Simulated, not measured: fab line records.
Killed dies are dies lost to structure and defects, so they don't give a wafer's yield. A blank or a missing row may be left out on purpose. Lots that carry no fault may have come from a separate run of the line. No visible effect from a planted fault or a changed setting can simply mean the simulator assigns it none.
Comparing a struck lot with a sound one || flow rit_cmos || 22 steps out of a route of 202
Sound: these wafers, L536.1, L536.2, L536.5. Wafers struck: L529.3, L529.4, L529.5. At the end, the cause is stated.
Per side, at each step with rows, come the tool, then ch with its chambers, and then its first start. Under that, the readings that differ: sound wafers || struck wafers || difference of the means || sigmas: that difference in standard deviations of wafers without a fault.
alike: readings with means less than 2 such deviations apart, plus words and numbers identical on both sides. not compared: withheld readings, readings lacking a value on some wafer, bounds such as >300 that could conceal the same value, and numbers that have no deviation in the record and whose values overlap.
Wherever a step has rows on one side only, a row that says differs or no value, or a row with sigmas, the two part there. When numbers do not overlap yet have no deviation, they are printed without sigmas and do not part them. Lack of a reading on every wafer of one side parts them only where that side has two or more wafers.

first, 2 steps without rows for these wafers: RIT_NSD_HARDBAKE_07 (time 60 s); RIT_NSD_IMPLANT_08.
RIT_NSD_STRIP_09: strips in O2, time 180 s.
  sound on plasma_asher-01 ch 0,1, day 7 03:43; struck on plasma_asher-03 ch 0,1, day 5 09:34
  alike: drypump_motor_current_A, rf_refl_power_W
  not compared: rf_hours_counter_h
RIT_NSD_TW_MEAS_10:
  sound on film_metro-01 at day 7 03:53; struck on film_metro-03 at day 5 09:41
{"reading": "NSD_TW", "sound": "3083 3086 3082", "struck": "3158 3154 3164", "difference": "+75", "sigmas": "+3"}
then, 6 steps without rows for these wafers: RIT_PSD_HMDS_00 (prime time 60 s); RIT_PSD_COAT_01 (resist thk 1000 nm); RIT_PSD_SOFTBAKE_02 (time 60 s); RIT_PSD_EXPOSE_03 (exposes mask M10, target cd 40900 nm); RIT_PSD_PEB_04; RIT_PSD_DEVELOP_05 (develop time 50 s).
RIT_PSD_OVL_MEAS_06:
  sound on overlay-02 at day 7 04:48; struck on overlay-01 at day 5 10:43
  alike: PSD_OVL
then, 1 step without rows for these wafers: RIT_PSD_HARDBAKE_07 (time 60 s).
RIT_PSD_IMPLANT_08:
  sound on implanter-04 ch 0, day 7 04:59; struck on implanter-03 ch 0, day 5 10:56
{"reading": "beam_on_s (s)", "sound": "11.7 11.5 11.4", "struck": "9.9 10.0 10.0", "difference": -1.6, "sigmas": -4}
{"reading": "dose_ions_cm2", "sound": "4.994e+15 4.99e+15 5.001e+15", "struck": "1.001e+15 1.003e+15 1.008e+15", "difference": -3.991e+15, "sigmas": "-99 or more"}
{"reading": "end_station_pressure_torr (Torr)", "sound": "1.52e-05 1.54e-05 1.42e-05", "struck": "8.1e-06 7.1e-06 7.1e-06", "difference": -7.5e-06, "sigmas": -9}
{"reading": "faraday_current_uA", "sound": "13040 13263 13442", "struck": "3157 3135 3133", "difference": -10107, "sigmas": -22}
  alike: tilt_deg
RIT_PSD_STRIP_09: strips in O2, time 180 s.
  sound on plasma_asher-03 ch 0,1, day 7 05:08; struck on plasma_asher-02 ch 0,1, day 5 11:06
  alike: drypump_motor_current_A, rf_refl_power_W
  not compared: rf_hours_counter_h
RIT_PSD_TW_MEAS_10:
  sound on film_metro-01 at day 7 05:19; struck on film_metro-03 at day 5 11:14
{"reading": "PSD_TW", "sound": "3386 3388 3389", "struck": "2646 2647 2629", "difference": -747, "sigmas": -24}
then, 3 steps without rows for these wafers: RIT_SDANNEAL_CLEAN_00 (cleans in SC1, time 600 s); RIT_SDANNEAL_CLEAN_01 (cleans in dHF, time 30 s); RIT_SDANNEAL_CLEAN_02 (cleans in SC2, time 600 s).
RIT_SDANNEAL_RTA_03: time 5 s.
  sound on rtp_anneal-01 ch 0, day 7 05:45; struck on rtp_anneal-01 ch 0, day 5 11:41
  alike: ramp_up_c_per_s, wafer_temp_C_max
RIT_SDANNEAL_RS_MEAS_04: measurement is done with a four-point probe.
  sound on film_metro-01 at day 7 05:49; struck on film_metro-02 at day 5 11:46
{"reading": "PSD_RS (ohm/sq)", "sound": "116.13 116.34 116.40", "struck": "153.25 152.72 154.68", "difference": "+37.26", "sigmas": "+99 or more"}
RIT_SDANNEAL_RS_MEAS_05: measurement is done with a four-point probe.
  sound on film_metro-01 at day 7 05:56; struck on film_metro-02 at day 5 11:53
  alike: NSD_RS
RIT_M1_PROBE_99:
  sound on prober-02 at day 7 13:14; struck on prober-02 at day 5 19:05
  alike: killed_at_front_end, killed_dies, killed_open, killed_short

## WHERE THEY PART
First at RIT_NSD_TW_MEAS_10; last, within this record, at RIT_SDANNEAL_RS_MEAS_04. Later steps at which nothing parts them and some readings are alike: RIT_SDANNEAL_RS_MEAS_05, RIT_M1_PROBE_99.

WHY: the cause the simulator had injected
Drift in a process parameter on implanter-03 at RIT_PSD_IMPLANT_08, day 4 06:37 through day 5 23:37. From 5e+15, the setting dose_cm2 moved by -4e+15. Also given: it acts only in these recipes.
